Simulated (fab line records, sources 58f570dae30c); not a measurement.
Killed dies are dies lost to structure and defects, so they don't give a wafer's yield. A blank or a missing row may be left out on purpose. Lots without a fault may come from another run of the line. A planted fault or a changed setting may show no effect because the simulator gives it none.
Which tool did it? | flow berkeley_cmos170 | 14 lots, 42 wafers sampled, at 6 steps of a route of 331

WHAT THE GAUGES READ, wafer by wafer
UCB170_PWELL_THK_MEAS_03.
lot  | measured    | on            | PWELL_OXIDE_THK (nm)
L289 | day 3 00:01 | film_metro-04 | 26.2 26.5 26.3
L290 | day 3 05:31 | film_metro-03 | 26.6 26.9 27.2
L291 | day 3 16:32 | film_metro-03 | 27.0 26.7 26.6
L293 | day 3 16:33 | film_metro-01 | 27.1 27.2 26.9
L294 | day 4 01:29 | film_metro-04 | 25.9 26.6 26.9
L296 | day 4 09:24 | film_metro-03 | 25.1 24.9 25.8
L295 | day 4 09:25 | film_metro-01 | 25.8 25.5 25.3
L298 | day 4 18:20 | film_metro-01 | 28.1 28.2 28.3
L299 | day 4 18:21 | film_metro-04 | 26.2 26.0 26.6
L300 | day 5 07:46 | film_metro-03 | 26.4 26.2 26.3
L301 | day 5 14:32 | film_metro-01 | 25.7 25.8 25.6
L306 | day 6 19:14 | film_metro-01 | 26.5 26.5 26.5
L310 | day 7 19:38 | film_metro-01 | 26.4 26.6 26.4
L311 | day 8 11:41 | film_metro-01 | 26.8 26.6 27.0

UCB170_PWELL_OVL_MEAS_13.
lot  | measured    | on         | PWELL_OVL (nm)
L289 | day 3 09:29 | overlay-02 | -13 -12 -5
L290 | day 3 17:01 | overlay-02 | 8 4 6
L291 | day 4 01:48 | overlay-01 | 1 -3 0
L293 | day 4 02:04 | overlay-02 | 3 -9 -1
L294 | day 4 10:22 | overlay-01 | -6 -13 -5
L296 | day 4 18:31 | overlay-02 | -8 -15 2
L295 | day 4 18:49 | overlay-01 | 5 5 0
L298 | day 5 06:31 | overlay-01 | 0 -2 -5
L299 | day 5 06:40 | overlay-02 | 1 4 -2
L300 | day 5 15:37 | overlay-01 | -4 0 3
L301 | day 6 01:18 | overlay-01 | -2 -4 3
L306 | day 7 06:35 | overlay-01 | 2 -4 -11
L310 | day 8 10:22 | overlay-01 | -3 1 4
L311 | day 8 23:23 | overlay-01 | -4 2 3

UCB170_ACTIVE_CD_MEAS_13: target cd 1200 nm.
lot  | measured     | on        | cd_nm (nm)
L289 | day 4 13:42  | cd_sem-02 | 1200.4 1198.5 1199.4
L290 | day 4 23:19  | cd_sem-01 | 1200.5 1200.7 1199.9
L291 | day 5 11:26  | cd_sem-02 | 1200.6 1199.9 1200.0
L293 | day 5 12:04  | cd_sem-02 | 1201.1 1200.2 1201.9
L294 | day 5 18:34  | cd_sem-02 | 1199.2 1201.2 1200.7
L296 | day 6 04:50  | cd_sem-01 | 1197.6 1198.9 1198.3
L295 | day 6 05:08  | cd_sem-02 | 1197.2 1198.1 1197.0
L298 | day 7 03:10  | cd_sem-01 | 1201.4 1199.0 1198.7
L299 | day 7 03:28  | cd_sem-02 | 1197.1 1197.7 1197.3
L300 | day 7 14:56  | cd_sem-01 | 1201.6 1199.4 1199.5
L301 | day 7 23:58  | cd_sem-02 | 1199.6 1200.4 1199.1
L306 | day 9 07:34  | cd_sem-02 | 1199.9 1200.5 1200.3
L310 | day 10 08:49 | cd_sem-02 | 1168.8 1168.3 1169.2 1168.3 1168.2 1169.5
L311 | day 11 01:16 | cd_sem-01 | 1175.2 1175.7 1176.3 1175.1 1175.9 1176.5

UCB170_SACOX_THK_MEAS_02.
lot  | measured     | on            | SACOX_OXIDE_THK (nm)
L289 | day 5 15:11  | film_metro-04 | 14.35 14.34 14.40
L290 | day 6 00:42  | film_metro-03 | 14.68 14.71 14.77
L291 | day 6 22:14  | film_metro-04 | 14.93 14.58 14.78
L293 | day 6 22:14  | film_metro-02 | 14.59 14.61 14.60
L294 | day 6 22:17  | film_metro-02 | 14.53 14.52 14.53
L296 | day 7 17:59  | film_metro-03 | 14.31 14.00 14.27
L295 | day 7 18:00  | film_metro-04 | 13.85 14.06 14.00
L298 | day 8 16:01  | film_metro-04 | 14.61 14.74 14.42
L299 | day 8 16:02  | film_metro-02 | 14.04 13.99 13.78
L300 | day 9 08:38  | film_metro-03 | 14.08 14.26 13.98
L301 | day 9 08:38  | film_metro-04 | 14.13 14.33 14.09
L306 | day 10 20:47 | film_metro-04 | 14.07 14.39 14.19
L310 | day 11 22:02 | film_metro-03 | 14.30 14.52 14.49
L311 | day 12 10:01 | film_metro-03 | 14.34 14.26 14.29

WHICH TOOL RAN EACH LOT (tool, then ch and the chambers of the sampled wafers, then the start)
lot  | UCB170_ACTIVE_COAT_08             | UCB170_ACTIVE_STRIP_16
L289 | litho_track-02 ch 0, day 4 12:52  | plasma_asher-03 ch 0,1, day 4 13:58
L290 | litho_track-02 ch 0, day 4 22:37  | plasma_asher-02 ch 0,1, day 4 23:33
L291 | litho_track-02 ch 0, day 5 10:35  | plasma_asher-02 ch 0,1, day 5 11:41
L293 | litho_track-04 ch 0, day 5 10:47  | plasma_asher-01 ch 0,1, day 5 12:19
L294 | litho_track-02 ch 0, day 5 17:40  | plasma_asher-02 ch 0,1, day 5 18:49
L296 | litho_track-04 ch 0, day 6 04:08  | plasma_asher-03 ch 0,1, day 6 05:04
L295 | litho_track-02 ch 0, day 6 04:20  | plasma_asher-02 ch 0,1, day 6 05:22
L298 | litho_track-01 ch 0, day 7 02:22  | plasma_asher-02 ch 0,1, day 7 03:26
L299 | litho_track-04 ch 0, day 7 02:26  | plasma_asher-03 ch 0,1, day 7 03:42
L300 | litho_track-02 ch 0, day 7 14:11  | plasma_asher-03 ch 0,1, day 7 15:11
L301 | litho_track-01 ch 0, day 7 23:16  | plasma_asher-02 ch 0,1, day 8 00:13
L306 | litho_track-02 ch 0, day 9 06:53  | plasma_asher-03 ch 0, day 9 07:49
L310 | litho_track-02 ch 0, day 10 07:28 | plasma_asher-02 ch 0, day 10 19:15
L311 | litho_track-02 ch 0, day 11 00:13 | plasma_asher-03 ch 0,1, day 11 05:06
- UCB170_ACTIVE_COAT_08: resist thk 900 nm.
- UCB170_ACTIVE_STRIP_16: strips in O2.

WHAT THE TOOLS THEMSELVES READ (means of the sampled wafers that have a number; where no wafer has one, the mark that the record gives instead)
UCB170_ACTIVE_STRIP_16.
lot  | tool            | chamber_pressure_mTorr (mTorr) | drypump_motor_current_A (A) | oes_product_au (a.u.) | strip_time_to_endpoint_s (s)
L289 | plasma_asher-03 | 3501                           | 5.9                         | 0.721                 | 18.09
L290 | plasma_asher-02 | 3500                           | 5.7                         | 0.723                 | 18.08
L291 | plasma_asher-02 | 3499                           | 5.7                         | 0.719                 | 18.11
L293 | plasma_asher-01 | 3502                           | 5.6                         | 0.719                 | 18.16
L294 | plasma_asher-02 | 3498                           | 5.8                         | 0.721                 | 18.05
L296 | plasma_asher-03 | 3501                           | 5.9                         | 0.721                 | 18.02
L295 | plasma_asher-02 | 3500                           | 5.8                         | 0.721                 | 18.02
L298 | plasma_asher-02 | 3497                           | 5.8                         | 0.724                 | 18.08
L299 | plasma_asher-03 | 3502                           | 6.2                         | 0.722                 | 18.22
L300 | plasma_asher-03 | 3499                           | 5.9                         | 0.721                 | 18.19
L301 | plasma_asher-02 | 3500                           | 5.8                         | 0.718                 | 18.10
L306 | plasma_asher-03 | 3497                           | 5.6                         | 0.720                 | 18.01
L310 | plasma_asher-02 | 3502                           | 5.9                         | 0.522                 | 7.13
L311 | plasma_asher-03 | 3498                           | 6.2                         | 0.516                 | 7.13

THE ANSWER, worked out from the rows above alone
Rule: what is usual is taken from the lots themselves. Put in order of their means at a reading, lots are off if they are a third of the lots or fewer, leave a main group of 4 or more, and stand apart from it by a gap of 3 or more times the standard deviation of the main group's means; of several such gaps the widest counts. A main group whose means are all the same, to the digits that the tables above print for the reading, isn't used. A lot without any number at a reading at which 4 lots or more have one is off too. The other lots that the step has rows for count as sound. The gauges are gone through in route order, then the tools' own readings, and for those a lot's mean is taken as printed above. The first step at which some lot is off is used, and at that step the reading that is off furthest; a lot without a number counts as furthest.
Off: L310, L311, at UCB170_ACTIVE_CD_MEAS_13 (cd_nm). The main group: mean 1199.5 nm, standard deviation 1.1.
A tool fits if, at a process step before that reading, it ran every lot that is off, and no sound lot after the first of them. The gauges at UCB170_ACTIVE_CD_MEAS_13 aren't tried: what is off there is off at UCB170_ACTIVE_STRIP_16 too, on other tools, and a gauge's error can't cause that. One fits: litho_track-02 at UCB170_ACTIVE_COAT_08. Its last sound lot is L306 (day 9 06:53), its first lot that is off L310 (day 10 07:28): a fault that began between those two fits.

WHAT THE SIMULATOR HAD PUT IN
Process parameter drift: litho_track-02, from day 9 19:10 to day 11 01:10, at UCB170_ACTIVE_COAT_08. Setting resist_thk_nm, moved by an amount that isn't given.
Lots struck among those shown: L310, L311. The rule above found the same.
